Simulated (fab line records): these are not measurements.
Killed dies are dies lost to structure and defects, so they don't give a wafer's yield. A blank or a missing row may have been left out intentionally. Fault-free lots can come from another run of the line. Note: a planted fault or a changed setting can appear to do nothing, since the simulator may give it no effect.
One fault seen from 2 desks    flow rit-cmos    every desk sees just its own numbers, and what lay behind them comes last

== METROLOGY DESK ==
What the gauges read for every lot (on any tool): the sampled wafers with a number, averaged. If a lot's mean is further than 4 standard deviations from the usual mean, the lot is out of limits and carries the mark OUT (the distance appears in the brackets).
Columns: A = M1_AL_RS at RIT_M1_RS_MEAS_01, usual 0.0751 ohm/sq; B = M1_AL_THK at RIT_M1_THK_MEAS_02, usual 384 nm; C = cd-nm at RIT_M1_CD_MEAS_09, usual 2600.4 nm; D = M1_OVL at RIT_M1_OVL_MEAS_10, usual -0.3 nm
lot   first seen here  A       B    C       D
L437  day 4 12:31      0.0750  384  2601.8  -0.7
L440  day 5 03:23      0.0745  388  2597.4  -2.1
L442  day 5 12:34      0.0748  385  2598.4  -0.9
L451  day 7 06:02      0.0754  384  2601.8  2.2
L454  day 7 23:58      0.0760  379  2597.2  1.4
L455  day 8 01:34      0.0751  384  2599.2  1.2
This desk's verdict: no lot among the 6 shows anything out of limits.

== AT THE TOOL OWNER'S DESK: rie-metal-03 ==
The tool's own readings at RIT_M1_METAL_ETCH_12 (etches Al in Cl2/BCl3, stops on SiO2, time 165 s, target depth 600 nm): means of the sampled wafers that have a number, for each lot that ran on this tool. If a lot's mean is further than 4 standard deviations from the usual mean, the lot is out of limits and carries the mark OUT (the distance appears in the brackets).
Columns: A = drypump-motor-current-A at RIT_M1_METAL_ETCH_12, usual 5.7 A; B = oes-product-au at RIT_M1_METAL_ETCH_12, usual 0.783 a.u.; C = rf-fwd-power-W at RIT_M1_METAL_ETCH_12, usual 249.2 W; D = throttle-valve-pct at RIT_M1_METAL_ETCH_12, usual 8.25 %
lot   first seen here  A    B      C                D
L442  day 5 14:02      6.4  0.790  249.4            8.26
L451  day 7 07:29      6.1  0.790  219.6 (-37) OUT  8.22
L454  day 8 01:33      6.0  0.782  219.0 (-38) OUT  8.17
This desk's finding: out of limits on L451, L454; first on L451, day 7 07:29 (rf-fwd-power-W at RIT_M1_METAL_ETCH_12). L442 stayed within limits.

== TAKEN TOGETHER ==
The tool owner's desk had the chance to raise an alarm at day 7 07:29 on L451, L454.
The metrology desk saw nothing out of limits.
The metrology desk holds a record of L451, L454, inside its limits.
Every lot named ran RIT_M1_METAL_ETCH_12 on rie-metal-03.

== WHAT THE SIMULATOR HAD PUT IN ==
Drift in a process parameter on rie-metal-03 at RIT_M1_METAL_ETCH_12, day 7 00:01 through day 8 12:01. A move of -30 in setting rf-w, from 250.
Lots struck among those shown: L451, L454.
How many hours passed from the start of the fault until each desk's first out-of-limits reading: the tool owner's desk, 7.
